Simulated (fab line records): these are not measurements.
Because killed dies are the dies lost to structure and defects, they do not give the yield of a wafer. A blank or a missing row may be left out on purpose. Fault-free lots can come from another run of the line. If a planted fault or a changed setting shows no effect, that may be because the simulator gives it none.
The tool behind it: which one?	flow berkeleyCmos170	7 lots, 21 wafers sampled, at 3 steps of a route of 331

== WHAT THE GAUGES SHOWED, per wafer ==
UCB170_NLDD_OVL_MEAS_07.
lot	measured	on	NLDD_OVL (nm)
L325	day 6 12:08	overlay-02	11 5 0
L328	day 7 08:53	overlay-02	5 2 -1
L330	day 8 00:31	overlay-01	184 178 176
L333	day 8 15:43	overlay-02	172 176 171
L338	day 9 14:52	overlay-01	-7 -10 -12
L341	day 10 09:17	overlay-01	6 0 1
L344	day 10 19:17	overlay-01	4 -7 1

== WHAT TOOL EACH LOT RAN ON (gives the tool, then ch and the chambers of the sampled wafers, and finally the start) ==
lot	UCB170_PLDD_STRIP_10	UCB170_NLDD_EXPOSE_03
L325	plasmaAsher-02 ch 0,1, day 6 10:07	krfScanner-01 ch 0, day 6 11:18
L328	plasmaAsher-02 ch 0,1, day 7 07:36	krfScanner-01 ch 0, day 7 08:25
L330	plasmaAsher-04 ch 0,1, day 7 23:11	krfScanner-01 ch 0, day 8 00:00
L333	plasmaAsher-03 ch 0,1, day 8 14:02	krfScanner-01 ch 0, day 8 15:11
L338	plasmaAsher-02 ch 0,1, day 9 13:15	krfScanner-02 ch 0, day 9 14:21
L341	plasmaAsher-02 ch 1, day 10 07:42	krfScanner-02 ch 0, day 10 08:37
L344	plasmaAsher-04 ch 0,1, day 10 17:17	krfScanner-02 ch 0, day 10 18:26
- UCB170_PLDD_STRIP_10: strips in O2.
- UCB170_NLDD_EXPOSE_03: exposes mask NSELECT, target cd 1200 nm.

== THE ANSWER, worked out from the rows above alone ==
Rule: the usual values come from the lots themselves. Put in order of their means at a reading, lots are off if they are a third of the lots or fewer, leave a main group of 4 or more, and stand apart from it by a gap of 3 or more times the standard deviation of the main group's means; of several such gaps the widest counts. A main group is skipped when, at the precision printed for the reading in the tables above, its means are all equal. Also off: a lot with no number at a reading for which 4 or more lots have one. Any other lot the step has rows for is counted as sound.
Off: L330, L333, at UCB170_NLDD_OVL_MEAS_07 (NLDD_OVL). The main group has a mean of -0 nm with a standard deviation of 5.1.
If a tool, at a process step before that reading, ran all the lots that are off and no sound lot after the first of them, it fits. The gauges at UCB170_NLDD_OVL_MEAS_07 are tried like those tools. One fits: UCB170_NLDD_EXPOSE_03 on krfScanner-01. Its last sound lot is L328 (day 7 08:25), its first lot that is off L330 (day 8 00:00): a fault that began between those two fits.

== WHAT THE SIMULATOR PUT IN ==
Scanner matching overlay: krfScanner-01, from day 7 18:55 on, at UCB170_NLDD_EXPOSE_03. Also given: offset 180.
Struck lots among those shown: L330, L333. This agrees with what the rule above found.
